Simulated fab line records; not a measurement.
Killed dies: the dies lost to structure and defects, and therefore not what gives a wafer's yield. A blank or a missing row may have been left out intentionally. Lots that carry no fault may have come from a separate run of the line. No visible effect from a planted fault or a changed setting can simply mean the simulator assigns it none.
What tool caused it? :: flow rit cmos :: 7 lots with 21 wafers sampled at 2 steps, on a route of 202 steps

WHAT THE GAUGES READ, wafer by wafer
RIT_ACTIVE_THK_MEAS_02.
lot: L929
measured: day 1 17:03
on: film metro-03
ACTIVE_OXIDE_THK (nm): 46.8 45.9 46.0

lot: L931
measured: day 2 03:03
on: film metro-03
ACTIVE_OXIDE_THK (nm): 45.7 46.7 47.4

lot: L936
measured: day 3 04:04
on: film metro-04
ACTIVE_OXIDE_THK (nm): 44.3 44.3 45.0

lot: L939
measured: day 3 19:04
on: film metro-03
ACTIVE_OXIDE_THK (nm): 46.6 46.9 46.4

lot: L941
measured: day 4 05:03
on: film metro-03
ACTIVE_OXIDE_THK (nm): 37.1 36.2 37.1

lot: L947
measured: day 5 12:09
on: film metro-04
ACTIVE_OXIDE_THK (nm): 46.6 47.0 47.1

lot: L951
measured: day 6 07:23
on: film metro-03
ACTIVE_OXIDE_THK (nm): 46.3 46.0 45.2

TOOL THAT RAN EACH LOT (tool first, then ch and the chambers of the sampled wafers, then the start)
lot: L929
RIT_ACTIVE_OXIDATION_01: furnace-02 ch 0, day 1 15:07

lot: L931
RIT_ACTIVE_OXIDATION_01: furnace-02 ch 0, day 2 01:07

lot: L936
RIT_ACTIVE_OXIDATION_01: furnace-02 ch 0, day 3 02:07

lot: L939
RIT_ACTIVE_OXIDATION_01: furnace-03 ch 0, day 3 17:07

lot: L941
RIT_ACTIVE_OXIDATION_01: furnace-01 ch 0, day 4 03:07

lot: L947
RIT_ACTIVE_OXIDATION_01: furnace-03 ch 0, day 5 10:11

lot: L951
RIT_ACTIVE_OXIDATION_01: furnace-03 ch 0, day 6 05:27
- RIT_ACTIVE_OXIDATION_01: target thk 46.8 nm, ox time 3360 s.

THE ANSWER, worked out from the rows above alone
Rule: usual is defined by the lots themselves. The widest of any qualifying gaps counts: lots, ordered by their means at a reading, are off when they make up no more than a third of the lots, leave a main group of 4 or more, and stand apart from it by 3 or more times the standard deviation of that group's means. A main group whose means are all the same, to the digits that the tables above print for the reading, isn't used. A lot without any number at a reading at which 4 lots or more have one is off too. All remaining lots with rows at the step are treated as sound.
Off: L941, seen at RIT_ACTIVE_THK_MEAS_02 (ACTIVE_OXIDE_THK). For the main group the mean is 46.1 nm and the standard deviation 0.79.
A tool fits if, at a process step before that reading, it ran every lot that is off, and no sound lot after the first of them. Those tools and the gauges at RIT_ACTIVE_THK_MEAS_02 are tried in the same way. One candidate fits, namely furnace-01 at RIT_ACTIVE_OXIDATION_01. It ran no sound lot before its first lot that is off in this sample, so the start can't be narrowed down.

WHAT THE SIMULATOR PUT IN
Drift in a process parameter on furnace-01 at RIT_ACTIVE_OXIDATION_01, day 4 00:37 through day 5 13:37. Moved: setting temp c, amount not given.
Lots struck among those shown: L941. Same finding as the rule above.
